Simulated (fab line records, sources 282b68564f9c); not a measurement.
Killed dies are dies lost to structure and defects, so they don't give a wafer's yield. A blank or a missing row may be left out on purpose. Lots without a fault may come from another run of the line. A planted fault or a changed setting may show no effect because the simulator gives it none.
One fault seen from 2 desks | flow rit_cmos | each desk has only its own numbers; what lay behind them comes last

THE TOOL OWNER'S DESK: furnace-04
The tool's own readings at RIT_FOX1_OXIDATION_00 (target thk 350.7 nm, ox time 1130 s): means of the sampled wafers that have a number, for each lot that ran on this tool. A lot is out of limits, marked OUT, if its mean lies more than 4 standard deviations from the usual mean; the brackets give that distance.
Columns: A = spike_tc_centre_C at RIT_FOX1_OXIDATION_00, usual 1102.0 C; B = spike_tc_load_C at RIT_FOX1_OXIDATION_00, usual 1129.0 C; C = spike_tc_source_C at RIT_FOX1_OXIDATION_00, usual 1124 C; D = tube_center_temp_C at RIT_FOX1_OXIDATION_00, usual 1100 C; E = tube_center_temp_C_max at RIT_FOX1_OXIDATION_00, usual 1102.8; F = zone_power_centre_pct at RIT_FOX1_OXIDATION_00, usual 49 %; G = zone_power_load_pct at RIT_FOX1_OXIDATION_00, usual 48.0 %
lot  | first seen here | A                | B                | C               | D                      | E                | F  | G
L273 | day 2 08:41     | 1099.9           | 1127.2           | 1131            | 1100                   | 1102.8           | 47 | 46.7
L280 | day 3 19:45     | 1102.2           | 1126.2           | 1131            | 1100                   | 1102.7           | 47 | 46.8
L283 | day 4 09:38     | 1062.0 (-33) OUT | 1086.7 (-28) OUT | 1092 (-7.3) OUT | 1060 (-99 or more) OUT | 1062.8 (-89) OUT | 44 | 42.6 (-5.4) OUT
L288 | day 5 11:37     | 1062.1 (-33) OUT | 1086.1 (-29) OUT | 1091 (-7.4) OUT | 1060 (-99 or more) OUT | 1062.7 (-89) OUT | 45 | 43.5 (-4.5) OUT
This desk's finding: out of limits on L283, L288; first on L283, day 4 09:38 (spike_tc_centre_C at RIT_FOX1_OXIDATION_00). In limits: L273, L280.

THE METROLOGY DESK
What the gauges read, lot by lot, whatever tool the lot ran on: means of the sampled wafers that have a number. A lot is out of limits, marked OUT, if its mean lies more than 4 standard deviations from the usual mean; the brackets give that distance.
Columns: A = FOX1_OXIDE_THK at RIT_FOX1_THK_MEAS_01, usual 351 nm; B = PWELL_OVL at RIT_PWELL_OVL_MEAS_06, usual 0.1 nm; C = NLDD_RS at RIT_SDANNEAL_RS_MEAS_07, usual 151.6 ohm/sq; D = cd_nm at RIT_CONTACT_CD_MEAS_90, usual 998.8 nm
lot  | first seen here | A             | B    | C     | D
L271 | day 1 22:44     | 350           | 1.7  | 151.6 | 999.9
L272 | day 2 04:23     | 354           | -0.3 | 151.5 | 995.7
L273 | day 2 10:02     | 356           | -0.1 | 151.6 | 998.6
L274 | day 2 13:53     | 357           | 0.0  | 151.5 | 997.9
L275 | day 2 19:29     | 346           | 1.6  | 151.7 | 1002.3
L278 | day 3 13:01     | 360           | -1.0 | 151.6 | 1000.6
L279 | day 3 17:19     | 353           | -1.1 | 151.5 | 996.8
L280 | day 3 21:04     | 348           | 0.8  | 151.9 | 998.4
L281 | day 4 01:29     | 355           | 1.2  | 152.0 | 1001.6
L283 | day 4 10:57     | 284 (-11) OUT | -0.2 | 151.4 | 996.6
L288 | day 5 12:56     | 275 (-13) OUT | -0.7 | 151.6 | 996.5
L289 | day 5 19:21     | 352           | 0.9  | 151.7 | 998.7
L292 | day 6 16:44     | 337           | -0.1 | 151.0 | 1000.1
L293 | day 6 21:19     | 345           | -1.9 | 151.4 | 1000.0
This desk's finding: out of limits on L283, L288; first on L283, day 4 10:57 (FOX1_OXIDE_THK at RIT_FOX1_THK_MEAS_01). In limits: L271, L272, L273, L274, L275, L278, L279, L280, L281, L289, L292, L293.

PUT TOGETHER
The tool owner's desk could have raised an alarm at day 4 09:38, on L283, L288.
The metrology desk could have raised an alarm at day 4 10:57, on L283, L288.
Of the lots named, all ran RIT_FOX1_OXIDATION_00 on furnace-04.

WHAT THE SIMULATOR HAD PUT IN
Process parameter drift: furnace-04, from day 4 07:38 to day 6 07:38, at RIT_FOX1_OXIDATION_00. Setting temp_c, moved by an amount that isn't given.
Lots struck among those shown: L283, L288.
Hours from the fault's start to each desk's first reading out of limits: the tool owner's desk, 2; the metrology desk, 3.
